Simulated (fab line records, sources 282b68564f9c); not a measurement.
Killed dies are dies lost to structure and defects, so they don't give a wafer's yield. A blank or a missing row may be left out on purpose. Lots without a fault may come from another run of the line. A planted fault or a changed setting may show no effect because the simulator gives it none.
Which tool did it? | flow rit_cmos | 14 lots, 42 wafers sampled, at 2 steps of a route of 202

WHAT THE GAUGES READ, wafer by wafer
The record holds no reading of a measuring or inspecting step that can be judged against a usual standard deviation.

WHICH TOOL RAN EACH LOT (tool, then ch and the chambers of the sampled wafers, then the start)
lot  | RIT_PWELL_COAT_01                | RIT_M1_PROBE_99
L563 | litho_track-01 ch 0, day 1 22:02 | -
L564 | litho_track-04 ch 0, day 2 03:04 | -
L566 | litho_track-01 ch 0, day 2 12:26 | -
L567 | litho_track-02 ch 0, day 2 18:56 | -
L569 | litho_track-04 ch 0, day 3 04:22 | -
L570 | litho_track-02 ch 0, day 3 09:37 | -
L571 | litho_track-04 ch 0, day 3 13:12 | -
L572 | litho_track-04 ch 0, day 3 19:44 | -
L574 | litho_track-02 ch 0, day 4 07:01 | -
L581 | litho_track-02 ch 0, day 5 18:12 | prober-02, day 7 08:23
L582 | litho_track-02 ch 0, day 5 22:23 | -
L584 | litho_track-02 ch 0, day 6 08:23 | -
L585 | litho_track-04 ch 0, day 6 14:18 | -
L586 | litho_track-04 ch 0, day 6 19:25 | -
- RIT_PWELL_COAT_01: resist thk 1300 nm.
- RIT_M1_PROBE_99

WHAT THE TOOLS THEMSELVES READ (means of the sampled wafers that have a number; where no wafer has one, the mark that the record gives instead)
RIT_PWELL_COAT_01.
lot  | tool           | dispense_pressure_kPa (kPa) | resist_line_temp_C (C) | spin_speed_rpm (rpm)
L563 | litho_track-01 | 56                          | 23.11                  | 2001.0
L564 | litho_track-04 | 48                          | 22.95                  | 2000.4
L566 | litho_track-01 | 56                          | 22.91                  | 2001.2
L567 | litho_track-02 | 45                          | 22.84                  | 1999.1
L569 | litho_track-04 | 48                          | 22.93                  | 1998.9
L570 | litho_track-02 | 45                          | 23.02                  | 2001.2
L571 | litho_track-04 | 48                          | 22.91                  | 1917.3
L572 | litho_track-04 | 48                          | 23.01                  | 1919.7
L574 | litho_track-02 | 45                          | 23.06                  | 1999.8
L581 | litho_track-02 | 45                          | 23.01                  | 2001.7
L582 | litho_track-02 | 45                          | 22.71                  | 2000.8
L584 | litho_track-02 | 45                          | 23.09                  | 2001.2
L585 | litho_track-04 | 47                          | 22.99                  | 2001.2
L586 | litho_track-04 | 48                          | 23.03                  | 1999.8

RIT_M1_PROBE_99.
lot  | tool      | killed_at_M0_to_M3 | killed_at_contacts | killed_at_front_end | killed_dies | killed_open | killed_short
L581 | prober-02 | 0.0                | 0.3                | 6                   | 6           | 2.3         | 4.0

THE ANSWER, worked out from the rows above alone
Rule: what is usual is taken from the lots themselves. Put in order of their means at a reading, lots are off if they are a third of the lots or fewer, leave a main group of 4 or more, and stand apart from it by a gap of 3 or more times the standard deviation of the main group's means; of several such gaps the widest counts. A main group whose means are all the same, to the digits that the tables above print for the reading, isn't used. A lot without any number at a reading at which 4 lots or more have one is off too. The other lots that the step has rows for count as sound. The gauges are gone through in route order, then the tools' own readings, and for those a lot's mean is taken as printed above. The first step at which some lot is off is used, and at that step the reading that is off furthest; a lot without a number counts as furthest.
Off: L571, L572, at RIT_PWELL_COAT_01 (spin_speed_rpm). The main group: mean 2000.5 rpm, standard deviation 0.88.
A tool fits if, at that step or a process step before it, it ran every lot that is off, and no sound lot after the first of them. None of those tried fits.

WHAT THE SIMULATOR HAD PUT IN
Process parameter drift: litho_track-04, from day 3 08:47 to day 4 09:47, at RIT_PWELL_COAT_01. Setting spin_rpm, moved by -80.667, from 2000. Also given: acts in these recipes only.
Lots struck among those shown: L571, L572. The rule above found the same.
